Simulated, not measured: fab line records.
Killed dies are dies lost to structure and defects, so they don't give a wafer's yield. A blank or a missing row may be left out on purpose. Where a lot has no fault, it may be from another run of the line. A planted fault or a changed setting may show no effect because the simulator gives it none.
fab line records / flow rit-cmos
record: lots: 15 wafers: 45 last-day: 7
route steps=202 shown FOX1@20 M1@202
lots that met no fault: from a run of the same line without faults
start-h: start of the lot's first displayed wafer, in hours after the record's first day / wait-h: how many hours have passed since the lot's step before this one / " same as the row above / L1.1+2: a row that stands for several wafers / - no value present, or no start provided / * or withheld: withheld / < > ~ a bound
route shown NAME@n: names a module that has steps shown in the file, with the first one's number in the route / usual: average and standard deviation across the fault-free wafers / same: alike in all rows / chamber/n: place in a boat / sites: readings site by site / _std_site: the standard deviation of these / _edge_site: the outer-site mean with the inner-site mean subtracted / radius-mm: for every site, how far away it sits from the centre of the wafer / mask NAME#n: copy n / behind: the last tool/chamber to shape the wafer / hold: why the lot went on hold/how many hours it stayed there/how the hold came to an end / device: the transistor (n, p or np) that didn't switch / end of line: the tests these same wafers got at the end of their route / where a step has no rows: the recipe by itself / killed: count of dies lost to structure and defects at first sort (not the wafer's yield) / map: shows each die of a wafer: x if killed, . if not, _ if none is there
set.NAME: the setting as run; set.NAME@STEP: as run at that earlier step / model.NAME: the simulator's own value behind a step, which no gauge read
a sample of lots followed through the steps of the route, with each step as a table and each wafer as a row
services: when a tool's chamber went out of use (start-h, in hours from the record's first day, below 0 if earlier), for how many hours, and the reason
== steps ==
step: RIT_FOX1_OXIDATION_00
recipe: temp-c: 1100 ambient: H2O target-thk-a: 3507 p-h2o-torr: 720 ox-time-s: 1130
usual: ox-temp-c-max: 1106.1/1.4 tube_center_temp_C_max: 1102.8/0.44 zone-power-load-pct: 42/4.3 zone-power-source-pct: 43.5/1.2
same: ox-time-s: 1130
lot.wafer=L483.2 tool=furnace-02 chamber=0 start-h=16.23 wait-h=0.0 ox-temp-c-max=1104.8 tube_center_temp_C_max=1102.7 zone-power-load-pct=42 zone-power-source-pct=44.2
lot.wafer=L483.3 tool=furnace-02 chamber=0 start-h=16.23 wait-h=0.0 ox-temp-c-max=1104.0 tube_center_temp_C_max=1103.2 zone-power-load-pct=42 zone-power-source-pct=44.7
lot.wafer=L483.4 tool=furnace-02 chamber=0 start-h=16.23 wait-h=0.0 ox-temp-c-max=1104.3 tube_center_temp_C_max=1102.5 zone-power-load-pct=42 zone-power-source-pct=44.8
lot.wafer=L485.3 tool=furnace-03 chamber=0 start-h=26.53 wait-h=0.0 ox-temp-c-max=1106.7 tube_center_temp_C_max=1102.5 zone-power-load-pct=45 zone-power-source-pct=43.2
lot.wafer=L485.4 tool=furnace-03 chamber=0 start-h=26.53 wait-h=0.0 ox-temp-c-max=1107.1 tube_center_temp_C_max=1102.5 zone-power-load-pct=44 zone-power-source-pct=44.2
lot.wafer=L485.6 tool=furnace-03 chamber=0 start-h=26.53 wait-h=0.0 ox-temp-c-max=1105.9 tube_center_temp_C_max=1102.7 zone-power-load-pct=45 zone-power-source-pct=43.9
lot.wafer=L486.1 tool=furnace-03 chamber=0 start-h=30.87 wait-h=0.0 ox-temp-c-max=1106.6 tube_center_temp_C_max=1102.0 zone-power-load-pct=45 zone-power-source-pct=42.8
lot.wafer=L486.2 tool=furnace-03 chamber=0 start-h=30.87 wait-h=0.0 ox-temp-c-max=1107.4 tube_center_temp_C_max=1102.6 zone-power-load-pct=45 zone-power-source-pct=43.5
lot.wafer=L486.3 tool=furnace-03 chamber=0 start-h=30.87 wait-h=0.0 ox-temp-c-max=1107.3 tube_center_temp_C_max=1102.7 zone-power-load-pct=44 zone-power-source-pct=44.1
lot.wafer=L487.1 tool=furnace-03 chamber=0 start-h=35.65 wait-h=0.0 ox-temp-c-max=1106.7 tube_center_temp_C_max=1103.4 zone-power-load-pct=45 zone-power-source-pct=44.5
lot.wafer=L487.3 tool=furnace-03 chamber=0 start-h=35.65 wait-h=0.0 ox-temp-c-max=1107.1 tube_center_temp_C_max=1102.6 zone-power-load-pct=45 zone-power-source-pct=43.5
lot.wafer=L487.4 tool=furnace-03 chamber=0 start-h=35.65 wait-h=0.0 ox-temp-c-max=1107.6 tube_center_temp_C_max=1102.1 zone-power-load-pct=45 zone-power-source-pct=43.1
lot.wafer=L488.1 tool=furnace-02 chamber=0 start-h=43.52 wait-h=2.9 ox-temp-c-max=1105.3 tube_center_temp_C_max=1102.5 zone-power-load-pct=42 zone-power-source-pct=44.2
lot.wafer=L488.2 tool=furnace-02 chamber=0 start-h=43.52 wait-h=2.9 ox-temp-c-max=1104.1 tube_center_temp_C_max=1103.0 zone-power-load-pct=42 zone-power-source-pct=45.1
lot.wafer=L488.3 tool=furnace-02 chamber=0 start-h=43.52 wait-h=2.9 ox-temp-c-max=1104.4 tube_center_temp_C_max=1102.5 zone-power-load-pct=41 zone-power-source-pct=44.0
lot.wafer=L490.1 tool=furnace-02 chamber=0 start-h=50.88 wait-h=0.0 ox-temp-c-max=1104.6 tube_center_temp_C_max=1102.3 zone-power-load-pct=42 zone-power-source-pct=43.6
lot.wafer=L490.2 tool=furnace-02 chamber=0 start-h=50.88 wait-h=0.0 ox-temp-c-max=1105.7 tube_center_temp_C_max=1102.7 zone-power-load-pct=42 zone-power-source-pct=44.6
lot.wafer=L490.3 tool=furnace-02 chamber=0 start-h=50.88 wait-h=0.0 ox-temp-c-max=1104.2 tube_center_temp_C_max=1102.2 zone-power-load-pct=41 zone-power-source-pct=44.5
lot.wafer=L491.1 tool=furnace-03 chamber=0 start-h=56.84 wait-h=1.3 ox-temp-c-max=1106.5 tube_center_temp_C_max=1103.3 zone-power-load-pct=45 zone-power-source-pct=44.1
lot.wafer=L491.5 tool=furnace-03 chamber=0 start-h=56.84 wait-h=1.3 ox-temp-c-max=1108.5 tube_center_temp_C_max=1102.2 zone-power-load-pct=45 zone-power-source-pct=43.4
lot.wafer=L491.6 tool=furnace-03 chamber=0 start-h=56.84 wait-h=1.3 ox-temp-c-max=1105.9 tube_center_temp_C_max=1103.5 zone-power-load-pct=45 zone-power-source-pct=43.3
lot.wafer=L492.2 tool=furnace-03 chamber=0 start-h=60.68 wait-h=0.0 ox-temp-c-max=1106.4 tube_center_temp_C_max=1102.6 zone-power-load-pct=45 zone-power-source-pct=42.7
lot.wafer=L492.4 tool=furnace-03 chamber=0 start-h=60.68 wait-h=0.0 ox-temp-c-max=1106.7 tube_center_temp_C_max=1102.3 zone-power-load-pct=45 zone-power-source-pct=43.2
lot.wafer=L492.6 tool=furnace-03 chamber=0 start-h=60.68 wait-h=0.0 ox-temp-c-max=1106.8 tube_center_temp_C_max=1103.8 zone-power-load-pct=45 zone-power-source-pct=44.1
lot.wafer=L493.1 tool=furnace-02 chamber=0 start-h=65.51 wait-h=0.0 ox-temp-c-max=1105.0 tube_center_temp_C_max=1102.8 zone-power-load-pct=41 zone-power-source-pct=44.6
lot.wafer=L493.3 tool=furnace-02 chamber=0 start-h=65.51 wait-h=0.0 ox-temp-c-max=1104.2 tube_center_temp_C_max=1102.9 zone-power-load-pct=42 zone-power-source-pct=44.0
lot.wafer=L493.5 tool=furnace-02 chamber=0 start-h=65.51 wait-h=0.0 ox-temp-c-max=1105.6 tube_center_temp_C_max=1102.4 zone-power-load-pct=42 zone-power-source-pct=44.8
lot.wafer=L494.2 tool=furnace-01 chamber=0 start-h=71.69 wait-h=1.1 ox-temp-c-max=1106.5 tube_center_temp_C_max=1103.0 zone-power-load-pct=33 zone-power-source-pct=40.7
lot.wafer=L494.3 tool=furnace-01 chamber=0 start-h=71.69 wait-h=1.1 ox-temp-c-max=1105.5 tube_center_temp_C_max=1103.0 zone-power-load-pct=33 zone-power-source-pct=40.9
lot.wafer=L494.4 tool=furnace-01 chamber=0 start-h=71.69 wait-h=1.1 ox-temp-c-max=1110.4 tube_center_temp_C_max=1102.6 zone-power-load-pct=33 zone-power-source-pct=41.0
lot.wafer=L496.1 tool=furnace-03 chamber=0 start-h=81.05 wait-h=0.0 ox-temp-c-max=1104.9 tube_center_temp_C_max=1103.1 zone-power-load-pct=45 zone-power-source-pct=43.8
lot.wafer=L496.4 tool=furnace-03 chamber=0 start-h=81.05 wait-h=0.0 ox-temp-c-max=1105.9 tube_center_temp_C_max=1102.9 zone-power-load-pct=45 zone-power-source-pct=43.5
lot.wafer=L496.6 tool=furnace-03 chamber=0 start-h=81.05 wait-h=0.0 ox-temp-c-max=1108.6 tube_center_temp_C_max=1102.0 zone-power-load-pct=45 zone-power-source-pct=42.9
lot.wafer=L496.1 tool=furnace-03 chamber=0 start-h=82.53 wait-h=0.2 ox-temp-c-max=1105.5 tube_center_temp_C_max=1102.7 zone-power-load-pct=45 zone-power-source-pct=43.2
lot.wafer=L496.4 tool=furnace-03 chamber=0 start-h=82.53 wait-h=0.2 ox-temp-c-max=1105.7 tube_center_temp_C_max=1103.9 zone-power-load-pct=45 zone-power-source-pct=44.0
lot.wafer=L496.6 tool=furnace-03 chamber=0 start-h=82.53 wait-h=0.2 ox-temp-c-max=1106.4 tube_center_temp_C_max=1102.5 zone-power-load-pct=45 zone-power-source-pct=44.5
lot.wafer=L499.3 tool=furnace-03 chamber=0 start-h=95.95 wait-h=0.3 ox-temp-c-max=1105.7 tube_center_temp_C_max=1102.5 zone-power-load-pct=46 zone-power-source-pct=43.7
lot.wafer=L499.4 tool=furnace-03 chamber=0 start-h=95.95 wait-h=0.3 ox-temp-c-max=1105.5 tube_center_temp_C_max=1102.4 zone-power-load-pct=45 zone-power-source-pct=43.6
lot.wafer=L499.6 tool=furnace-03 chamber=0 start-h=95.95 wait-h=0.3 ox-temp-c-max=1106.0 tube_center_temp_C_max=1103.3 zone-power-load-pct=45 zone-power-source-pct=43.1
lot.wafer=L499.3 tool=furnace-03 chamber=0 start-h=97.43 wait-h=0.2 ox-temp-c-max=1107.7 tube_center_temp_C_max=1103.2 zone-power-load-pct=45 zone-power-source-pct=43.9
lot.wafer=L499.4 tool=furnace-03 chamber=0 start-h=97.43 wait-h=0.2 ox-temp-c-max=1105.2 tube_center_temp_C_max=1102.5 zone-power-load-pct=45 zone-power-source-pct=42.7
lot.wafer=L499.6 tool=furnace-03 chamber=0 start-h=97.43 wait-h=0.2 ox-temp-c-max=1106.7 tube_center_temp_C_max=1102.7 zone-power-load-pct=45 zone-power-source-pct=43.6
lot.wafer=L501.3 tool=furnace-03 chamber=0 start-h=107.80 wait-h=0.0 ox-temp-c-max=1105.9 tube_center_temp_C_max=1103.2 zone-power-load-pct=45 zone-power-source-pct=43.9
lot.wafer=L501.4 tool=furnace-03 chamber=0 start-h=107.80 wait-h=0.0 ox-temp-c-max=1104.5 tube_center_temp_C_max=1102.8 zone-power-load-pct=45 zone-power-source-pct=43.4
lot.wafer=L501.6 tool=furnace-03 chamber=0 start-h=107.80 wait-h=0.0 ox-temp-c-max=1105.5 tube_center_temp_C_max=1103.3 zone-power-load-pct=46 zone-power-source-pct=43.8
lot.wafer=L504.3 tool=furnace-02 chamber=0 start-h=120.85 wait-h=0.3 ox-temp-c-max=1104.3 tube_center_temp_C_max=1102.7 zone-power-load-pct=41 zone-power-source-pct=44.5
lot.wafer=L504.5 tool=furnace-02 chamber=0 start-h=120.85 wait-h=0.3 ox-temp-c-max=1105.5 tube_center_temp_C_max=1102.8 zone-power-load-pct=42 zone-power-source-pct=44.4
lot.wafer=L504.6 tool=furnace-02 chamber=0 start-h=120.85 wait-h=0.3 ox-temp-c-max=1107.3 tube_center_temp_C_max=1103.4 zone-power-load-pct=42 zone-power-source-pct=45.1
lot.wafer=L504.3 tool=furnace-02 chamber=0 start-h=122.34 wait-h=0.2 ox-temp-c-max=1106.1 tube_center_temp_C_max=1102.4 zone-power-load-pct=41 zone-power-source-pct=45.0
lot.wafer=L504.5 tool=furnace-02 chamber=0 start-h=122.34 wait-h=0.2 ox-temp-c-max=1104.5 tube_center_temp_C_max=1102.2 zone-power-load-pct=42 zone-power-source-pct=44.2
lot.wafer=L504.6 tool=furnace-02 chamber=0 start-h=122.34 wait-h=0.2 ox-temp-c-max=1104.4 tube_center_temp_C_max=1102.9 zone-power-load-pct=42 zone-power-source-pct=45.1
lot.wafer=L506.1 tool=furnace-01 chamber=0 start-h=132.05 wait-h=0.1 ox-temp-c-max=1107.1 tube_center_temp_C_max=1102.5 zone-power-load-pct=33 zone-power-source-pct=40.7
lot.wafer=L506.3 tool=furnace-01 chamber=0 start-h=132.05 wait-h=0.1 ox-temp-c-max=1106.6 tube_center_temp_C_max=1102.8 zone-power-load-pct=33 zone-power-source-pct=41.0
lot.wafer=L506.4 tool=furnace-01 chamber=0 start-h=132.05 wait-h=0.1 ox-temp-c-max=1108.0 tube_center_temp_C_max=1102.5 zone-power-load-pct=33 zone-power-source-pct=41.2
step: RIT_FOX1_THK_MEAS_01
recipe: reads: SiO2_of_FOX1_OXIDATION_00
usual: FOX1_OXIDE_THK: 353/7.4
lot.wafer=L483.2 tool=film-metro-02 chamber=- start-h=17.55 wait-h=0.0 FOX1_OXIDE_THK[nm]=342
lot.wafer=L483.3 tool=film-metro-02 chamber=- start-h=17.55 wait-h=0.0 FOX1_OXIDE_THK[nm]=339
lot.wafer=L483.4 tool=film-metro-02 chamber=- start-h=17.55 wait-h=0.0 FOX1_OXIDE_THK[nm]=342
lot.wafer=L485.3 tool=film-metro-03 chamber=- start-h=27.87 wait-h=0.0 FOX1_OXIDE_THK[nm]=361
lot.wafer=L485.4 tool=film-metro-03 chamber=- start-h=27.87 wait-h=0.0 FOX1_OXIDE_THK[nm]=367
lot.wafer=L485.6 tool=film-metro-03 chamber=- start-h=27.87 wait-h=0.0 FOX1_OXIDE_THK[nm]=366
lot.wafer=L486.1 tool=film-metro-04 chamber=- start-h=32.18 wait-h=0.0 FOX1_OXIDE_THK[nm]=355
lot.wafer=L486.2 tool=film-metro-04 chamber=- start-h=32.18 wait-h=0.0 FOX1_OXIDE_THK[nm]=362
lot.wafer=L486.3 tool=film-metro-04 chamber=- start-h=32.18 wait-h=0.0 FOX1_OXIDE_THK[nm]=357
lot.wafer=L487.1 tool=film-metro-04 chamber=- start-h=36.96 wait-h=0.0 FOX1_OXIDE_THK[nm]=366
lot.wafer=L487.3 tool=film-metro-04 chamber=- start-h=36.96 wait-h=0.0 FOX1_OXIDE_THK[nm]=361
lot.wafer=L487.4 tool=film-metro-04 chamber=- start-h=36.96 wait-h=0.0 FOX1_OXIDE_THK[nm]=363
lot.wafer=L488.1 tool=film-metro-03 chamber=- start-h=44.84 wait-h=0.0 FOX1_OXIDE_THK[nm]=357
lot.wafer=L488.2 tool=film-metro-03 chamber=- start-h=44.84 wait-h=0.0 FOX1_OXIDE_THK[nm]=351
lot.wafer=L488.3 tool=film-metro-03 chamber=- start-h=44.84 wait-h=0.0 FOX1_OXIDE_THK[nm]=355
lot.wafer=L490.1 tool=film-metro-04 chamber=- start-h=52.19 wait-h=0.0 FOX1_OXIDE_THK[nm]=352
lot.wafer=L490.2 tool=film-metro-04 chamber=- start-h=52.19 wait-h=0.0 FOX1_OXIDE_THK[nm]=352
lot.wafer=L490.3 tool=film-metro-04 chamber=- start-h=52.19 wait-h=0.0 FOX1_OXIDE_THK[nm]=355
lot.wafer=L491.1 tool=film-metro-03 chamber=- start-h=58.15 wait-h=0.0 FOX1_OXIDE_THK[nm]=361
lot.wafer=L491.5 tool=film-metro-03 chamber=- start-h=58.15 wait-h=0.0 FOX1_OXIDE_THK[nm]=350
lot.wafer=L491.6 tool=film-metro-03 chamber=- start-h=58.15 wait-h=0.0 FOX1_OXIDE_THK[nm]=353
lot.wafer=L492.2 tool=film-metro-02 chamber=- start-h=62.01 wait-h=0.0 FOX1_OXIDE_THK[nm]=360
lot.wafer=L492.4 tool=film-metro-02 chamber=- start-h=62.01 wait-h=0.0 FOX1_OXIDE_THK[nm]=361
lot.wafer=L492.6 tool=film-metro-02 chamber=- start-h=62.01 wait-h=0.0 FOX1_OXIDE_THK[nm]=355
lot.wafer=L493.1 tool=film-metro-03 chamber=- start-h=66.82 wait-h=0.0 FOX1_OXIDE_THK[nm]=347
lot.wafer=L493.3 tool=film-metro-03 chamber=- start-h=66.82 wait-h=0.0 FOX1_OXIDE_THK[nm]=346
lot.wafer=L493.5 tool=film-metro-03 chamber=- start-h=66.82 wait-h=0.0 FOX1_OXIDE_THK[nm]=351
lot.wafer=L494.2 tool=film-metro-03 chamber=- start-h=73.01 wait-h=0.0 FOX1_OXIDE_THK[nm]=345
lot.wafer=L494.3 tool=film-metro-03 chamber=- start-h=73.01 wait-h=0.0 FOX1_OXIDE_THK[nm]=345
lot.wafer=L494.4 tool=film-metro-03 chamber=- start-h=73.01 wait-h=0.0 FOX1_OXIDE_THK[nm]=348
lot.wafer=L496.1 tool=film-metro-04 chamber=- start-h=83.84 wait-h=0.0 FOX1_OXIDE_THK[nm]=528
lot.wafer=L496.4 tool=film-metro-04 chamber=- start-h=83.84 wait-h=0.0 FOX1_OXIDE_THK[nm]=519
lot.wafer=L496.6 tool=film-metro-04 chamber=- start-h=83.84 wait-h=0.0 FOX1_OXIDE_THK[nm]=529
lot.wafer=L496.1 tool=film-metro-04 chamber=- start-h=84.07 wait-h=0.2 FOX1_OXIDE_THK[nm]=529
lot.wafer=L496.4 tool=film-metro-04 chamber=- start-h=84.07 wait-h=0.2 FOX1_OXIDE_THK[nm]=519
lot.wafer=L496.6 tool=film-metro-04 chamber=- start-h=84.07 wait-h=0.2 FOX1_OXIDE_THK[nm]=529
lot.wafer=L499.3 tool=film-metro-02 chamber=- start-h=98.76 wait-h=0.0 FOX1_OXIDE_THK[nm]=555
lot.wafer=L499.4 tool=film-metro-02 chamber=- start-h=98.76 wait-h=0.0 FOX1_OXIDE_THK[nm]=561
lot.wafer=L499.6 tool=film-metro-02 chamber=- start-h=98.76 wait-h=0.0 FOX1_OXIDE_THK[nm]=553
lot.wafer=L499.3 tool=film-metro-02 chamber=- start-h=98.99 wait-h=0.2 FOX1_OXIDE_THK[nm]=555
lot.wafer=L499.4 tool=film-metro-02 chamber=- start-h=98.99 wait-h=0.2 FOX1_OXIDE_THK[nm]=561
lot.wafer=L499.6 tool=film-metro-02 chamber=- start-h=98.99 wait-h=0.2 FOX1_OXIDE_THK[nm]=554
lot.wafer=L501.3 tool=film-metro-04 chamber=- start-h=109.13 wait-h=0.0 FOX1_OXIDE_THK[nm]=353
lot.wafer=L501.4 tool=film-metro-04 chamber=- start-h=109.13 wait-h=0.0 FOX1_OXIDE_THK[nm]=350
lot.wafer=L501.6 tool=film-metro-04 chamber=- start-h=109.13 wait-h=0.0 FOX1_OXIDE_THK[nm]=353
lot.wafer=L504.3 tool=film-metro-04 chamber=- start-h=123.67 wait-h=0.0 FOX1_OXIDE_THK[nm]=516
lot.wafer=L504.5 tool=film-metro-04 chamber=- start-h=123.67 wait-h=0.0 FOX1_OXIDE_THK[nm]=515
lot.wafer=L504.6 tool=film-metro-04 chamber=- start-h=123.67 wait-h=0.0 FOX1_OXIDE_THK[nm]=520
lot.wafer=L504.3 tool=film-metro-04 chamber=- start-h=123.90 wait-h=0.2 FOX1_OXIDE_THK[nm]=515
lot.wafer=L504.5 tool=film-metro-04 chamber=- start-h=123.90 wait-h=0.2 FOX1_OXIDE_THK[nm]=515
lot.wafer=L504.6 tool=film-metro-04 chamber=- start-h=123.90 wait-h=0.2 FOX1_OXIDE_THK[nm]=520
lot.wafer=L506.1 tool=film-metro-04 chamber=- start-h=133.37 wait-h=0.0 FOX1_OXIDE_THK[nm]=349
lot.wafer=L506.3 tool=film-metro-04 chamber=- start-h=133.37 wait-h=0.0 FOX1_OXIDE_THK[nm]=348
lot.wafer=L506.4 tool=film-metro-04 chamber=- start-h=133.37 wait-h=0.0 FOX1_OXIDE_THK[nm]=343
step: RIT_M1_PROBE_99
usual: killed_at_M0_to_M3: 0.0/0.083 killed-at-contacts: 0.1/0.31 killed-at-front-end: 7/3.3 killed-dies: 7/3.3 killed-open: 3.4/2.2 killed-short: 3.5/2
same: gross-dies: 264 killed_at_M4_up: 0 killed-at-back-side: 0 killed-at-other: 0
lot.wafer=L496.1 tool=prober-02 chamber=- start-h=135.94 wait-h=0.1 killed_at_M0_to_M3=0 killed-at-contacts=0 killed-at-front-end=10 killed-dies=10 killed-open=3 killed-short=7
lot.wafer=L496.4 tool=prober-02 chamber=- start-h=136.09 wait-h=0.2 killed_at_M0_to_M3=0 killed-at-contacts=0 killed-at-front-end=4 killed-dies=4 killed-open=1 killed-short=3
lot.wafer=L496.6 tool=prober-02 chamber=- start-h=136.19 wait-h=0.2 killed_at_M0_to_M3=0 killed-at-contacts=0 killed-at-front-end=6 killed-dies=6 killed-open=5 killed-short=1
lot.wafer=L504.3 tool=prober-02 chamber=- start-h=177.59 wait-h=0.2 killed_at_M0_to_M3=0 killed-at-contacts=0 killed-at-front-end=8 killed-dies=8 killed-open=4 killed-short=4
lot.wafer=L504.5 tool=prober-02 chamber=- start-h=177.69 wait-h=0.2 killed_at_M0_to_M3=0 killed-at-contacts=0 killed-at-front-end=7 killed-dies=7 killed-open=4 killed-short=3
lot.wafer=L504.6 tool=prober-02 chamber=- start-h=177.74 wait-h=0.2 killed_at_M0_to_M3=0 killed-at-contacts=0 killed-at-front-end=4 killed-dies=4 killed-open=1 killed-short=3
killed by level:class
L496.1 FOX1:geometric-particle:short=2 GATE:geometric-particle:open=2 GATE:geometric-particle:short=2 FOX1:geometric-particle:open=1 FOX2:geometric-particle:short=1 REOX:geometric-particle:short=1 SILICIDE:geometric-particle:short=1
L496.4 FOX1:geometric-particle:short=1 FOX1:geometric-particle:open=1 GATE:geometric-particle:short=1 SILICIDE:geometric-particle:short=1
L496.6 FOX1:geometric-particle:open=4 FOX1:geometric-particle:short=1 SPACER:geometric-particle:open=1
L504.3 REOX:geometric-particle:short=3 FOX1:geometric-particle:open=1 GATE:geometric-particle:open=1 REOX:geometric-particle:open=1 SPACER:geometric-particle:short=1 SPACER:geometric-particle:open=1
L504.5 FOX1:geometric-particle:short=2 FOX2:geometric-particle:open=2 GATE:geometric-particle:open=1 GATE:geometric-particle:short=1 REOX:geometric-particle:open=1
L504.6 SPACER:geometric-particle:short=3 REOX:geometric-particle:open=1
== services ==
tool=furnace-02 chamber=- start-h=62.69 hours=2.8 kind=pm
tool=furnace-02 chamber=- start-h=97.05 hours=5.0 kind=pm
== key ==
first-sign: step: RIT_FOX1_OXIDATION_00 reading: visit direction: added
effect: step: RIT_FOX1_THK_MEAS_01 reading: visit direction: added
effect: step: RIT_FOX1_THK_MEAS_01 reading: FOX1_OXIDE_THK direction: up sigmas: 24 usual: 353 struck: 533
met-at RIT_FOX1_OXIDATION_00
struck-lots L496,L499,L504
rows-end L499.3,L499.4,L499.6
tester-left-out L496,L504
fault: kind: repeated-step-whole tool: furnace-01,furnace-02,furnace-03 chamber: - onset-h: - steps: RIT_FOX1_OXIDATION_00 times: 1 scope: struck-lots-only
tester-left-out: of these lots the tester's yield and bins aren't shown, on N5 and GAA mostly nor the transistor test; their killed dies are dies lost to structure and defects alone, not to doping, threshold or leakage, so they don't give the yield
rows-end: these wafers met a further fault down the route, and their rows from its step on are left out
